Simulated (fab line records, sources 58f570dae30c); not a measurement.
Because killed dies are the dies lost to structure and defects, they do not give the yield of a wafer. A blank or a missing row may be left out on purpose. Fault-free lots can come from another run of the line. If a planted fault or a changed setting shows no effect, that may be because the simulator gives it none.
Split-lot trial :: flow berkeley-cmos170 :: on a route of 331 steps: 5 lots, 23 wafers read

SPLIT DETAILS
At UCB170_NSD_EXPOSE_03 (exposes mask NSELECT MOD, target cd 1200 nm), the setting dose-mj was moved away from the recipe's 30 on 4 of the 23 wafers read, by +6.1% to +6.3%. For the rest of the wafers, this setting stayed at what the recipe calls for.

FROM THE SPLIT TO THE READING: what the file shows between them, 2 steps
- UCB170_NSD_PEB_04
- UCB170_NSD_DEVELOP_05: develop time 45 s

THE READING
cd-nm, in nm, at UCB170_NSD_CD_MEAS_06 (target cd 1200 nm). On this fab line, fault-free wafers typically give 1200.3 nm with a standard deviation of 1.2 nm.

wafer: L075.1
tool, chamber at the split: krf-scanner-02, 0
dose-mj as run: 30
against the recipe: recipe
cd-nm, nm: 1199.3
against lot-mates on the recipe: -

wafer: L075.2
tool, chamber at the split: krf-scanner-02, 0
dose-mj as run: 30
against the recipe: recipe
cd-nm, nm: 1199.7
against lot-mates on the recipe: -

wafer: L075.3
tool, chamber at the split: krf-scanner-02, 0
dose-mj as run: 30
against the recipe: recipe
cd-nm, nm: 1200.3
against lot-mates on the recipe: -

wafer: L075.4
tool, chamber at the split: krf-scanner-02, 0
dose-mj as run: 30
against the recipe: recipe
cd-nm, nm: 1200.2
against lot-mates on the recipe: -

wafer: L075.6
tool, chamber at the split: krf-scanner-02, 0
dose-mj as run: 30
against the recipe: recipe
cd-nm, nm: 1198.8
against lot-mates on the recipe: -

wafer: L074.1
tool, chamber at the split: krf-scanner-02, 0
dose-mj as run: 30
against the recipe: recipe
cd-nm, nm: 1202.0
against lot-mates on the recipe: -

wafer: L074.3
tool, chamber at the split: krf-scanner-02, 0
dose-mj as run: 30
against the recipe: recipe
cd-nm, nm: 1201.4
against lot-mates on the recipe: -

wafer: L074.4
tool, chamber at the split: krf-scanner-02, 0
dose-mj as run: 30
against the recipe: recipe
cd-nm, nm: 1200.8
against lot-mates on the recipe: -

wafer: L079.1
tool, chamber at the split: krf-scanner-02, 0
dose-mj as run: 30
against the recipe: recipe
cd-nm, nm: 1200.3
against lot-mates on the recipe: -

wafer: L079.2
tool, chamber at the split: krf-scanner-02, 0
dose-mj as run: 30
against the recipe: recipe
cd-nm, nm: 1200.9
against lot-mates on the recipe: -

wafer: L079.3
tool, chamber at the split: krf-scanner-02, 0
dose-mj as run: 30
against the recipe: recipe
cd-nm, nm: 1201.1
against lot-mates on the recipe: -

wafer: L079.4
tool, chamber at the split: krf-scanner-02, 0
dose-mj as run: 30
against the recipe: recipe
cd-nm, nm: 1200.5
against lot-mates on the recipe: -

wafer: L079.5
tool, chamber at the split: krf-scanner-02, 0
dose-mj as run: 30
against the recipe: recipe
cd-nm, nm: 1199.3
against lot-mates on the recipe: -

wafer: L081.1
tool, chamber at the split: krf-scanner-01, 0
dose-mj as run: 31.82
against the recipe: +6.1%
cd-nm, nm: 1213.6
against lot-mates on the recipe: +11.4

wafer: L081.2
tool, chamber at the split: krf-scanner-01, 0
dose-mj as run: 30
against the recipe: recipe
cd-nm, nm: 1201.6
against lot-mates on the recipe: -

wafer: L081.3
tool, chamber at the split: krf-scanner-01, 0
dose-mj as run: 30
against the recipe: recipe
cd-nm, nm: 1202.5
against lot-mates on the recipe: -

wafer: L081.5
tool, chamber at the split: krf-scanner-01, 0
dose-mj as run: 30
against the recipe: recipe
cd-nm, nm: 1202.5
against lot-mates on the recipe: -

wafer: L081.6
tool, chamber at the split: krf-scanner-01, 0
dose-mj as run: 31.82
against the recipe: +6.1%
cd-nm, nm: 1212.9
against lot-mates on the recipe: +10.7

wafer: L083.1
tool, chamber at the split: krf-scanner-02, 0
dose-mj as run: 30
against the recipe: recipe
cd-nm, nm: 1200.9
against lot-mates on the recipe: -

wafer: L083.2
tool, chamber at the split: krf-scanner-02, 0
dose-mj as run: 31.9
against the recipe: +6.3%
cd-nm, nm: 1211.0
against lot-mates on the recipe: +10.5

wafer: L083.3
tool, chamber at the split: krf-scanner-02, 0
dose-mj as run: 30
against the recipe: recipe
cd-nm, nm: 1200.0
against lot-mates on the recipe: -

wafer: L083.5
tool, chamber at the split: krf-scanner-02, 0
dose-mj as run: 31.9
against the recipe: +6.3%
cd-nm, nm: 1209.9
against lot-mates on the recipe: +9.4

wafer: L083.6
tool, chamber at the split: krf-scanner-02, 0
dose-mj as run: 30
against the recipe: recipe
cd-nm, nm: 1200.5
against lot-mates on the recipe: -

THE FIT
A straight line over all 23 wafers: cd-nm changes by +1.8 nm for each +1% of dose-mj; r = +0.96; the points scatter about the line by 1.2 nm.
The same after taking each lot's own level away (the mean of its wafers on the recipe; 23 wafers): +1.69 nm for each +1%; r = +0.99; scatter 0.63 nm.
That fit puts the effect of the largest move of dose-mj on the reading at 11 nm.
Across the lots, their own levels run from 1199.66 to 1202.20 nm, a range of 2.1 times the standard deviation given above.
So the lot-to-lot level changes the slope little: the two slopes agree.
Check: +10.8 nm against its lot-mates is what the line predicts for one of the wafers moved furthest among these (+6.3%) when that wafer is left out of the fit. It came out at +10.5 nm against them.

THE OTHER SPLITS THESE WAFERS WENT THROUGH
Other splits were also applied to these wafers ahead of the reading. Each is held against what the fit with the lots' levels taken away leaves over:
other split on the same wafers: UCB170_PSD_IMPLANT_08 energy-kev
wafers away from the commonest value: 8
r with cd-nm (lot level and that fit taken away): -0.11

THE FILE'S OWN FIT
cd-nm changes by +1.69 nm for each +1% of dose-mj, r = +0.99.
